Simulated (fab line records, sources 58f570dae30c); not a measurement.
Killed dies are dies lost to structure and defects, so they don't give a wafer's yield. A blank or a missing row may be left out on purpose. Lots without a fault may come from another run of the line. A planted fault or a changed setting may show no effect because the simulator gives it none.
Problem report in the 8D (eight disciplines) form, filled by code | flow berkeley_cmos170 | the parts of the form that need people (team, actions taken, sign-off) are left out

1. THE PROBLEM
NLDD_TW at UCB170_NLDD_TW_MEAS_11 reads a mean of 2325 on 6 wafers of 2 lots; wafers without a fault read 2218 with a standard deviation of 20. That is +5.3 standard deviations from the usual mean.
First seen on wafer L134.2, day 10 23:38, on film_metro-03. The record holds 42 wafers of 14 lots with a number at this step. Rule for "out", or "out of limits": more than 4 standard deviations from the usual mean. The other wafers with a number count as sound.

2. WHAT IT IS AND WHAT IT IS NOT
question                    | is                     | is not
which readings at this step | NLDD_TW                | -
which lots                  | L134, L135             | L120, L121, L123, L124, L125, L129, L130, L132, L133, L137, L142, L143
which wafers of those lots  | all that have a number | -
read on which gauges        | film_metro-03          | film_metro-02, film_metro-04
when                        | from day 10 23:38      | up to then (27 sound wafers); but 9 sound wafers of L137, L142, L143 came after

3. SUSPECTS, AND WHAT RULES EACH OUT
Counting: a tool at a process step up to the reading stays a suspect if it ran every lot that is out and no sound lot after the first of them.
- the gauge at UCB170_NLDD_TW_MEAS_11: ruled out. All the wafers that are out were read on film_metro-03, but those of them that UCB170_NLDD_IMPLANT_09 has rows for are out there too, on other tools.
- implanter-03 at UCB170_NLDD_IMPLANT_09: kept. It ran every lot that is out, first L134 (day 10 23:24), and no sound lot after that; its last sound lot up to then is L133 (day 10 08:51). Its own readings are out on those wafers: dose_ions_cm2, faraday_current_uA.
Left after counting: implanter-03 at UCB170_NLDD_IMPLANT_09.

4. THE CAUSE (what the simulator had put in)
Process parameter drift: implanter-03, from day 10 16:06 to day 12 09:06, at UCB170_NLDD_IMPLANT_09. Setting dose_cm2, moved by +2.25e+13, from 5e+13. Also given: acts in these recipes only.
Counting left only this tool.

5. THE CHAIN OF EFFECTS, in route order
Each row: a reading whose mean over the struck wafers that have a number lies more than 3 standard deviations from the usual. Only readings for which the record gives a usual standard deviation are gone through. hours: the time from each lot's start at the first step in this table that gives one to its start at this step, as a median over the lots. sigmas: the change in usual standard deviations.
hours | step                       | reading            | usual        | on struck wafers | change | sigmas
0     | UCB170_NLDD_IMPLANT_09     | dose_ions_cm2      | 5e+13        | 7e+13            | +2e+13 | +99 or more
0     | UCB170_NLDD_IMPLANT_09     | faraday_current_uA | 158          | 227              | +69    | +21
0     | UCB170_NLDD_TW_MEAS_11     | NLDD_TW            | 2218         | 2325             | +107   | +5.3
14    | UCB170_SDANNEAL_RS_MEAS_05 | NLDD_RS            | 616.1 ohm/sq | 536.4            | -79.7  | -50
The process steps in it:
- UCB170_NLDD_IMPLANT_09

6. WHAT WOULD HAVE CAUGHT IT SOONER
In this record the first reading out of limits at a measuring or inspecting step was taken at day 10 23:38, 8 hours after the fault began at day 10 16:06.
The tool's own readings at UCB170_NLDD_IMPLANT_09 were out on every struck wafer that the step has a row for (dose_ions_cm2, faraday_current_uA): an alarm limit on them would have fired on the first of those.
Of the lots that are out (2), L135 began UCB170_NLDD_IMPLANT_09 on implanter-03 after day 10 23:38. A hold on the tool at that time would have spared it.
